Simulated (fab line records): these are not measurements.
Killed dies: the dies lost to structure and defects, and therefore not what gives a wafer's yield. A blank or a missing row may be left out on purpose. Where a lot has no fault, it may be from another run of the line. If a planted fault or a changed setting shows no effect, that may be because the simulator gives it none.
Shared-tool check ; flow rit cmos ; 14 lots and 46 wafers in the sample

== THE REASON FOR OPENING IT ==
2 of 14 lots carry a flag on the reading M1_AL_RS at RIT_M1_RS_MEAS_01. Wafers without a fault read 0.0734 ohm/sq, standard deviation 0.0011.
Rule: a lot is flagged in two cases, either no wafer of it has a number, or all its wafers with numbers fall more than 4 standard deviations from that mean. All remaining lots are regarded as sound.

lot;measured;on;M1_AL_RS (ohm/sq), wafer by wafer;flag
L818;day 3 08:55;film metro-02;0.0717 0.0726 0.0721;
L819;day 3 11:10;film metro-02;0.0727 0.0749 0.0741;
L820;day 3 20:19;film metro-03;0.0732 0.0725 0.0721;
L823;day 4 09:53;film metro-03;0.0722 0.0741 0.0745;
L824;day 4 12:58;film metro-01;0.0731 0.0737 0.0742;
L825;day 4 17:00;film metro-03;0.0725 0.0737 0.0743;
L827;day 5 02:39;film metro-03;0.0743 0.0726 0.0732;
L828;day 5 06:53;film metro-01;0.0722 0.0709 0.0721;
L829;day 5 15:52;film metro-01;0.0737 0.0738 0.0757;
L833;day 6 08:49;film metro-03;0.0747 0.0734 0.0740;
L835;day 6 17:00;film metro-02;0.0674 0.0668 0.0677 0.0667;FLAGGED
L837;day 7 06:18;film metro-03;0.0678 0.0675 0.0676 0.0679 0.0674 0.0678;FLAGGED
L838;day 7 08:35;film metro-03;0.0712 0.0722 0.0723;
L840;day 7 20:10;film metro-01;0.0740 0.0740 0.0741;
The numbers of the flagged lots are 0.0675 ohm/sq on average: -0.0059 ohm/sq against the usual, or -5 standard deviations.

== EACH LOT AND THE TOOL IT RAN ON ==
The record keeps 1 process step preceding the reading, out of 202 steps on the route. Read each cell as the tool, then ch plus the chambers that the sampled wafers visited, then the start.
lot;flag;RIT_M1_SPUTTER_00
L818;;pvd sputter-04, day 3 08:38
L819;;pvd sputter-02, day 3 10:52
L820;;pvd sputter-04, day 3 20:01
L823;;pvd sputter-02, day 4 09:36
L824;;pvd sputter-03, day 4 12:40
L825;;pvd sputter-02, day 4 16:41
L827;;pvd sputter-02, day 5 02:19
L828;;pvd sputter-04, day 5 06:35
L829;;pvd sputter-02, day 5 15:32
L833;;pvd sputter-02, day 6 08:31
L835;FLAGGED;pvd sputter-02, day 6 16:40
L837;FLAGGED;pvd sputter-02, day 7 06:01
L838;;pvd sputter-04, day 7 08:16
L840;;pvd sputter-03, day 7 19:51
What these steps do:
- RIT_M1_SPUTTER_00: material Al, target thk 400 nm, time 500 s.
- RIT_M1_RS_MEAS_01: measures by four-point-probe.

== FLAGGED OVER TOTAL, TOOL BY TOOL (the gauges that took the reading come last) ==
step;tool;lots run;flagged;share of the flagged lots;sound lots run after its first flagged lot
RIT_M1_SPUTTER_00;pvd sputter-02;8;2;all;0
RIT_M1_SPUTTER_00;pvd sputter-03;2;0;none;-
RIT_M1_SPUTTER_00;pvd sputter-04;4;0;none;-
RIT_M1_RS_MEAS_01;film metro-01;4;0;none;-
RIT_M1_RS_MEAS_01;film metro-02;3;1;some;0
RIT_M1_RS_MEAS_01;film metro-03;7;1;some;1 (L838)

== WHAT THE TABLE PERMITS ==
1 row of the table ran every flagged lot: pvd sputter-02 at RIT_M1_SPUTTER_00.
- pvd sputter-02 at RIT_M1_SPUTTER_00: 2 of its 8 lots flagged. It ran its last sound lot, L833, at day 6 08:31 and its first flagged lot, L835, at day 6 16:40: a fault with its onset between the two fits.
What remains is a single tool, pvd sputter-02 at RIT_M1_SPUTTER_00.

== WHAT WAS PUT IN BY THE SIMULATOR ==
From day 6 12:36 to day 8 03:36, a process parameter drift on pvd sputter-02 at RIT_M1_SPUTTER_00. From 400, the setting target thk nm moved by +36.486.
Shown lots that were struck: L835, L837. This agrees with what the rule above found.
